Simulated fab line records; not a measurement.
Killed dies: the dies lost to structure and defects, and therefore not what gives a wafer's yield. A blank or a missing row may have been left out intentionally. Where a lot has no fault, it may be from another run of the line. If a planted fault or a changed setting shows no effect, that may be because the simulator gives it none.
Problem report in the 8D (eight disciplines) form, filled by code    flow berkeley_cmos170    the parts of the form that need people (team, actions taken, sign-off) are left out

== 1. WHAT IS WRONG ==
strip_time_to_endpoint_s at UCB170_V1_STRIP_15 reads a mean of 16.09 s on 1 wafer of 1 lot; wafers without a fault read 15.31 s with a standard deviation of 0.11. That is +7.1 standard deviations from the usual mean.
The step: strips in O2.
First seen on wafer L973.4, day 9 13:44, on plasma_asher-01. The record has a number at this step for 39 wafers belonging to 13 lots. Rule for "out" (also "out of limits"): further than 4 standard deviations from the usual mean. The rest of the wafers with a number are treated as sound.

== 2. WHAT IT IS; WHAT IT IS NOT ==
question                     is                        is not
which readings at this step  strip_time_to_endpoint_s  drypump_motor_current_A, oes_product_au
which lots                   L973                      L964, L966, L967, L968, L969, L972, L978, L979, L981, L983, L984, L986
which wafers of those lots   L973.4                    L973.1, L973.6
read on which tools          plasma_asher-01           plasma_asher-02, plasma_asher-03
when                         from day 9 13:44          up to then (20 sound wafers); but 18 sound wafers of L978, L979, L981, L983, L984, L986 came after

== 3. SUSPECTS, AND WHAT RULES EACH OUT ==
Counting: a tool at a process step up to the reading stays a suspect if it ran every lot that is out. Sound lots after the first of them don't rule it out here, since some wafers of a struck lot are sound.
- rie_diel-04 at UCB170_V1_ETCH_14 (etches SiO2 in CHF3/CF4/Ar, stops on Al, target depth 1250 nm, time 291 s): kept. It ran the lot that is out, L973 (day 9 13:33); its last sound lot up to then is L968 (day 8 15:59).
- plasma_asher-01 at UCB170_V1_STRIP_15 (strips in O2): kept. It ran the lot that is out, L973 (day 9 13:44); its last sound lot up to then is L972 (day 9 10:02). Its own readings are out on those wafers: strip_time_to_endpoint_s.
- At UCB170_V1_ETCH_14, inside rie_diel-04: chamber 1 took the wafers that are out, while their sound lot-mates went through chambers 2, 3.
Left after counting: rie_diel-04 at UCB170_V1_ETCH_14, plasma_asher-01 at UCB170_V1_STRIP_15.

== 4. THE CAUSE (what the simulator had put in) ==
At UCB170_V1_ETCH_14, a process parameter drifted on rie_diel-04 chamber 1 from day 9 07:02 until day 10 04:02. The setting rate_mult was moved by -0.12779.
2 suspects survive the count, and this tool is in that group.

== 5. THE CHAIN OF EFFECTS, in route order ==
Rows list readings where the struck wafers' mean (over those with a number) sits beyond 3 standard deviations from the usual. Readings are gone through only where the record gives a usual standard deviation; hours: the median, over the lots, of the time from a lot's start at the first step in this table giving one to that lot's start at this step; sigmas: the change measured in usual standard deviations.
hours  step                reading                   usual    on struck wafers  change  sigmas
0      UCB170_V1_STRIP_15  strip_time_to_endpoint_s  15.31 s  16.09             +0.78   +7.1
Process steps it contains:
- UCB170_V1_STRIP_15: strips in O2.

== 6. HOW IT WOULD HAVE BEEN CAUGHT EARLIER ==
The fault began at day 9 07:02; the first out-of-limits reading in this record came at day 9 13:44, 7 hours later.
Tool readings at UCB170_V1_ETCH_14 with a usual standard deviation given in the record: none out on any struck wafer, hence no alarm at a limit of 4 standard deviations on them.
By day 9 13:44 the whole set of lots that are out, 1 in number, had already begun UCB170_V1_ETCH_14 on rie_diel-04. Had the tool been put on hold then, not one of them would have been saved.
